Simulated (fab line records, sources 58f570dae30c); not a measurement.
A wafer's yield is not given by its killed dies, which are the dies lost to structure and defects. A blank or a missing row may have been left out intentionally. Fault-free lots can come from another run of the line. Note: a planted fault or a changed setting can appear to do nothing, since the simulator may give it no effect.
Which tool was responsible? | flow berkeleyCmos170 | 21 wafers from 7 lots sampled at 2 of the route's 331 steps

== WHAT THE GAUGES READ, wafer by wafer ==
UCB170_M1_RS_MEAS_01: the measuring method here is four-point-probe.
lot  | measured     | on           | M1_AL_RS (ohm/sq)
L137 | day 7 02:05  | filmMetro-01 | 0.0484 0.0493 0.0491
L138 | day 7 11:41  | filmMetro-03 | 0.0479 0.0474 0.0478
L141 | day 8 00:00  | filmMetro-03 | 0.0481 0.0483 0.0486
L143 | day 8 15:02  | filmMetro-01 | 0.0480 0.0481 0.0488
L152 | day 10 16:36 | filmMetro-03 | 0.0488 0.0492 0.0484
L156 | day 11 21:07 | filmMetro-03 | 0.0489 0.0486 0.0486
L157 | day 12 01:17 | filmMetro-02 | 0.0479 0.0478 0.0482

== EACH LOT AND THE TOOL THAT RAN IT (in order: tool; ch and the chambers of the sampled wafers; start) ==
lot  | UCB170_M1_SPUTTER_00
L137 | pvdSputter-02, day 7 02:00
L138 | pvdSputter-04, day 7 11:37
L141 | pvdSputter-02, day 7 23:55
L143 | pvdSputter-04, day 8 14:58
L152 | pvdSputter-04, day 10 16:32
L156 | pvdSputter-01, day 11 21:02
L157 | pvdSputter-04, day 12 01:14
- UCB170_M1_SPUTTER_00: material Al, target thk 600 nm, time 80 s.

== THE ANSWER, worked out from the rows above alone ==
Rule: usual is defined by the lots themselves. The widest of any qualifying gaps counts: lots, ordered by their means at a reading, are off when they make up no more than a third of the lots, leave a main group of 4 or more, and stand apart from it by 3 or more times the standard deviation of that group's means. The tables above print the reading to a certain number of digits; a main group whose means all agree to those digits is not used. Also off: a lot with no number at a reading for which 4 or more lots have one. All remaining lots with rows at the step are treated as sound.
Across all readings shown, no lot is off: no conclusion can be drawn from this.

== WHAT HAD BEEN PUT IN BY THE SIMULATOR ==
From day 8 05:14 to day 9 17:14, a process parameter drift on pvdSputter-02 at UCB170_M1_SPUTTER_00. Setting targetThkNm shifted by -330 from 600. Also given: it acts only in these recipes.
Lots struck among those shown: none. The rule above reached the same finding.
